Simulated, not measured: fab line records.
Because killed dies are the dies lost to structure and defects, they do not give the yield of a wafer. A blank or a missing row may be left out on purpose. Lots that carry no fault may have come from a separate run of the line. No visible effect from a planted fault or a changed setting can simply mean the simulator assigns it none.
Comparing a struck lot with a sound one :: flow rit cmos :: 29 out of 202 route steps
Sound: these wafers, L368.1, L368.4, L368.5. Wafers L371.2, L371.4, L371.6 were the ones struck. The cause is given at the end.
At each step with rows: each side's tool, then ch and its chambers, then its first start. Under that, the readings that differ: sound wafers :: struck wafers :: difference of the means :: sigmas: that difference in standard deviations of wafers without a fault.
alike: same words and numbers on both sides, and readings whose means sit less than 2 such deviations apart. not compared: any withheld reading, any reading some wafer has no value for, any bound like >300 that may hide the same value, and any number with overlapping values for which the record gives no deviation.
A row with sigmas, a row that says differs or no value, or rows on one side alone: a step with any of these is where the two part. Non-overlapping numbers with no deviation appear without sigmas and do not part them. A reading missing from all wafers of one side parts the sides only when that side holds two or more wafers.

first, 1 step without rows for these wafers: RIT_NWELL_IMPLANT_08.
RIT_NWELL_STRIP_09: strips in O2, time 180 s.
  sound on plasma asher-04 ch 0,1, day 3 11:54; struck on plasma asher-04 ch 0,1, day 4 01:51
  alike: chamber pressure mTorr, drypump motor current A
  not compared: rf hours counter h
RIT_NWELL_TW_MEAS_10:
  sound on film metro-01 at day 3 12:05; struck on film metro-01 at day 4 02:02
  alike: NWELL_TW
then, 6 steps without rows for these wafers: RIT_PWELL_HMDS_00 (prime time 60 s); RIT_PWELL_COAT_01 (resist thk 1300 nm); RIT_PWELL_SOFTBAKE_02 (time 60 s); RIT_PWELL_EXPOSE_03 (exposes mask M3, target cd 43700 nm); RIT_PWELL_PEB_04; RIT_PWELL_DEVELOP_05 (develop time 68 s).
RIT_PWELL_OVL_MEAS_06:
  sound on overlay-02 at day 3 13:08; struck on overlay-02 at day 4 02:58
  alike: PWELL_OVL
then, 2 steps without rows for these wafers: RIT_PWELL_HARDBAKE_07 (time 120 s); RIT_PWELL_IMPLANT_08.
RIT_PWELL_STRIP_09: strips in O2, time 180 s.
  sound on plasma asher-03 ch 0,1, day 3 13:35; struck on plasma asher-04 ch 0,1, day 4 03:24
  no value came back on the struck wafers for chamber pressure mTorr (mTorr), drypump motor current A (A); on the sound wafers chamber pressure mTorr (mTorr) reads 4002 4002 4001
reading: model.NOVOLAK_of_PWELL_COAT_01.thk nm (nm)
sound: 0 0 0
struck: 1138 1137 1134
difference: +1136
sigmas: 
  not compared: rf hours counter h
RIT_PWELL_TW_MEAS_10:
  sound on film metro-01 at day 3 13:45; struck on film metro-03 at day 4 03:35
  alike: PWELL_TW
then, 1 step without rows for these wafers: RIT_WELLDRIVE_ANNEAL_00 (time 14700 s).
RIT_WELLDRIVE_RS_MEAS_01: measures by four-point-probe.
  sound on film metro-01 at day 3 18:54; struck on film metro-04 at day 4 09:37
  alike: NWELL_RS
RIT_WELLDRIVE_RS_MEAS_02: measures by four-point-probe.
  sound on film metro-01 at day 3 19:01; struck on film metro-04 at day 4 09:44
  alike: PWELL_RS
then, 6 steps without rows for these wafers: RIT_NRETRO_HMDS_00 (prime time 60 s); RIT_NRETRO_COAT_01 (resist thk 1300 nm); RIT_NRETRO_SOFTBAKE_02 (time 60 s); RIT_NRETRO_EXPOSE_03 (exposes mask M4, target cd 43900 nm); RIT_NRETRO_PEB_04; RIT_NRETRO_DEVELOP_05 (develop time 68 s).
RIT_NRETRO_OVL_MEAS_06:
  sound on overlay-02 at day 3 20:08; struck on overlay-01 at day 4 10:44
  alike: NRETRO_OVL
then, 2 steps without rows for these wafers: RIT_NRETRO_HARDBAKE_07 (time 120 s); RIT_NRETRO_IMPLANT_08.
RIT_NRETRO_STRIP_09: strips in O2, time 180 s.
  sound on plasma asher-03 ch 0,1, day 3 20:35; struck on plasma asher-03 ch 1, day 4 11:10
  alike: chamber pressure mTorr, drypump motor current A
  not compared: rf hours counter h
RIT_NRETRO_TW_MEAS_10:
  sound on film metro-04 at day 3 20:45; struck on film metro-04 at day 4 11:34
reading: NRETRO_TW
sound: 1047 1050 1049
struck: 30 30 30
difference: -1019
sigmas: -99 or more
  not compared: hold
RIT_M1_PROBE_99:
  sound wafers here have rows in the record (prober-02, day 5 02:39); struck ones have none

== WHERE THEY PART ==
Earliest at RIT_PWELL_STRIP_09; latest, in this record, at RIT_M1_PROBE_99.

WHY: the cause the simulator had injected
Step skipped in full: plasma asher-04, at RIT_PWELL_STRIP_09, from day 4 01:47 onward. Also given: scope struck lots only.
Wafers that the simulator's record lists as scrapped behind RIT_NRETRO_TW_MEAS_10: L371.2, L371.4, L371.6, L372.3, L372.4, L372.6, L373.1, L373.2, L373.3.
